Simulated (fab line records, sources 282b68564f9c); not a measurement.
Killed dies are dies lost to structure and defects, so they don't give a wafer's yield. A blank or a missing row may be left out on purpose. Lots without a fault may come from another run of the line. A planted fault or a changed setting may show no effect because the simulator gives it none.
Which tool did it? | flow rit_cmos | 14 lots, 42 wafers sampled, at 5 steps of a route of 202

WHAT THE GAUGES READ, wafer by wafer
RIT_PRETRO_TW_MEAS_10.
lot  | measured    | on            | PRETRO_TW
L786 | day 2 07:47 | film_metro-03 | 479 479 481
L787 | day 2 13:22 | film_metro-01 | 478 477 477
L788 | day 2 19:38 | film_metro-01 | 475 476 475
L789 | day 2 23:40 | film_metro-04 | 490 488 490
L796 | day 4 10:44 | film_metro-04 | 484 486 484
L799 | day 5 02:16 | film_metro-04 | 486 488 486
L800 | day 5 05:59 | film_metro-04 | 486 489 487
L802 | day 5 19:20 | film_metro-04 | 489 485 486
L804 | day 6 06:49 | film_metro-03 | 482 481 482
L805 | day 6 08:34 | film_metro-01 | 474 477 477
L806 | day 6 14:20 | film_metro-03 | 482 482 484
L807 | day 6 18:13 | film_metro-04 | 488 485 483
L808 | day 6 21:44 | film_metro-03 | 482 483 482
L809 | day 7 03:36 | film_metro-04 | 483 486 485

RIT_SILICIDE_RS_MEAS_02: measures by four-point-probe.
lot  | measured    | on            | SILICIDE_TI_RS (ohm/sq)
L786 | day 3 02:21 | film_metro-02 | 46.5 47.7 47.2
L787 | day 3 08:31 | film_metro-01 | 47.3 46.8 47.6
L788 | day 3 16:45 | film_metro-01 | 19.9 20.1 20.0
L789 | day 3 18:43 | film_metro-01 | 46.0 45.7 46.9
L796 | day 5 05:01 | film_metro-01 | 47.1 46.7 46.8
L799 | day 6 01:27 | film_metro-01 | 20.2 20.6 20.1
L800 | day 6 03:19 | film_metro-02 | 47.2 47.2 46.5
L802 | day 6 15:58 | film_metro-04 | 46.5 46.7 47.9
L804 | day 7 01:22 | film_metro-01 | 47.2 48.0 47.9
L805 | day 7 03:56 | film_metro-04 | 47.9 46.4 47.8
L806 | day 7 11:08 | film_metro-01 | 46.6 47.5 48.4
L807 | day 7 13:50 | film_metro-02 | 47.3 47.3 46.9
L808 | day 7 17:04 | film_metro-01 | 46.2 46.6 47.0
L809 | day 7 23:12 | film_metro-01 | 46.4 47.4 48.0

RIT_SILICIDE_THK_MEAS_03: measures by xrf.
lot  | measured    | on            | SILICIDE_TI_THK (nm)
L786 | day 3 02:28 | film_metro-02 | 30.5 29.9 30.2
L787 | day 3 08:38 | film_metro-01 | 30.1 30.4 30.1
L788 | day 3 16:52 | film_metro-01 | 61.0 60.6 60.5
L789 | day 3 18:50 | film_metro-01 | 30.9 31.1 30.3
L796 | day 5 05:08 | film_metro-01 | 30.2 30.5 30.6
L799 | day 6 01:34 | film_metro-01 | 60.4 59.3 60.8
L800 | day 6 03:25 | film_metro-02 | 30.0 30.1 30.5
L802 | day 6 16:05 | film_metro-04 | 30.7 30.7 30.2
L804 | day 7 01:29 | film_metro-01 | 30.2 29.8 29.9
L805 | day 7 04:04 | film_metro-04 | 30.1 30.7 30.1
L806 | day 7 11:16 | film_metro-01 | 30.5 30.2 29.7
L807 | day 7 13:56 | film_metro-02 | 29.9 29.8 30.1
L808 | day 7 17:10 | film_metro-01 | 30.8 30.5 30.4
L809 | day 7 23:19 | film_metro-01 | 30.7 30.1 29.9

WHICH TOOL RAN EACH LOT (tool, then ch and the chambers of the sampled wafers, then the start)
lot  | RIT_PSD_STRIP_09                    | RIT_SILICIDE_SPUTTER_01
L786 | plasma_asher-01 ch 0,1, day 3 00:34 | pvd_sputter-01, day 3 02:12
L787 | plasma_asher-03 ch 0,1, day 3 06:59 | pvd_sputter-03, day 3 08:21
L788 | plasma_asher-04 ch 0,1, day 3 15:07 | pvd_sputter-01, day 3 16:17
L789 | plasma_asher-03 ch 0,1, day 3 17:25 | pvd_sputter-03, day 3 18:34
L796 | plasma_asher-01 ch 1, day 5 03:33   | pvd_sputter-01, day 5 04:52
L799 | plasma_asher-03 ch 0,1, day 5 23:47 | pvd_sputter-04, day 6 00:58
L800 | plasma_asher-01 ch 0,1, day 6 01:49 | pvd_sputter-01, day 6 03:08
L802 | plasma_asher-01 ch 0,1, day 6 14:38 | pvd_sputter-01, day 6 15:49
L804 | plasma_asher-01 ch 0,1, day 7 00:04 | pvd_sputter-01, day 7 01:13
L805 | plasma_asher-03 ch 0, day 7 02:28   | pvd_sputter-03, day 7 03:47
L806 | plasma_asher-03 ch 0,1, day 7 09:29 | pvd_sputter-01, day 7 10:59
L807 | plasma_asher-01 ch 0,1, day 7 12:31 | pvd_sputter-03, day 7 13:38
L808 | plasma_asher-01 ch 0,1, day 7 15:44 | pvd_sputter-01, day 7 16:53
L809 | plasma_asher-01 ch 0,1, day 7 21:43 | pvd_sputter-04, day 7 23:03
- RIT_PSD_STRIP_09: strips in O2, time 180 s.
- RIT_SILICIDE_SPUTTER_01: material Ti, target thk 30 nm, time 240 s.

WHAT THE TOOLS THEMSELVES READ (means of the sampled wafers that have a number; where no wafer has one, the mark that the record gives instead)
RIT_PSD_STRIP_09.
lot  | tool            | drypump_motor_current_A (A)
L786 | plasma_asher-01 | 6.4
L787 | plasma_asher-03 | 5.3
L788 | plasma_asher-04 | 5.5
L789 | plasma_asher-03 | 5.3
L796 | plasma_asher-01 | 5.6
L799 | plasma_asher-03 | 5.8
L800 | plasma_asher-01 | 6.0
L802 | plasma_asher-01 | 6.3
L804 | plasma_asher-01 | 6.4
L805 | plasma_asher-03 | 6.2
L806 | plasma_asher-03 | 5.8
L807 | plasma_asher-01 | 6.4
L808 | plasma_asher-01 | 6.4
L809 | plasma_asher-01 | 6.4

RIT_SILICIDE_SPUTTER_01.
lot  | tool           | throttle_valve_pct (%)
L786 | pvd_sputter-01 | 30.0
L787 | pvd_sputter-03 | 30.4
L788 | pvd_sputter-01 | 28.7
L789 | pvd_sputter-03 | 30.6
L796 | pvd_sputter-01 | 28.8
L799 | pvd_sputter-04 | 29.6
L800 | pvd_sputter-01 | 28.9
L802 | pvd_sputter-01 | 29.8
L804 | pvd_sputter-01 | 31.1
L805 | pvd_sputter-03 | 29.1
L806 | pvd_sputter-01 | 30.0
L807 | pvd_sputter-03 | 29.9
L808 | pvd_sputter-01 | 29.7
L809 | pvd_sputter-04 | 29.5

THE ANSWER, worked out from the rows above alone
Rule: what is usual is taken from the lots themselves. Put in order of their means at a reading, lots are off if they are a third of the lots or fewer, leave a main group of 4 or more, and stand apart from it by a gap of 3 or more times the standard deviation of the main group's means; of several such gaps the widest counts. A main group whose means are all the same, to the digits that the tables above print for the reading, isn't used. A lot without any number at a reading at which 4 lots or more have one is off too. The other lots that the step has rows for count as sound. The gauges are gone through in route order, then the tools' own readings, and for those a lot's mean is taken as printed above. The first step at which some lot is off is used, and at that step the reading that is off furthest; a lot without a number counts as furthest.
Off: L788, L799, at RIT_SILICIDE_RS_MEAS_02 (SILICIDE_TI_RS). The main group: mean 47.1 ohm/sq, standard deviation 0.38.
A tool fits if, at a process step before that reading, it ran every lot that is off, and no sound lot after the first of them. The gauges at RIT_SILICIDE_RS_MEAS_02 are tried like those tools. None of those tried fits.

WHAT THE SIMULATOR HAD PUT IN
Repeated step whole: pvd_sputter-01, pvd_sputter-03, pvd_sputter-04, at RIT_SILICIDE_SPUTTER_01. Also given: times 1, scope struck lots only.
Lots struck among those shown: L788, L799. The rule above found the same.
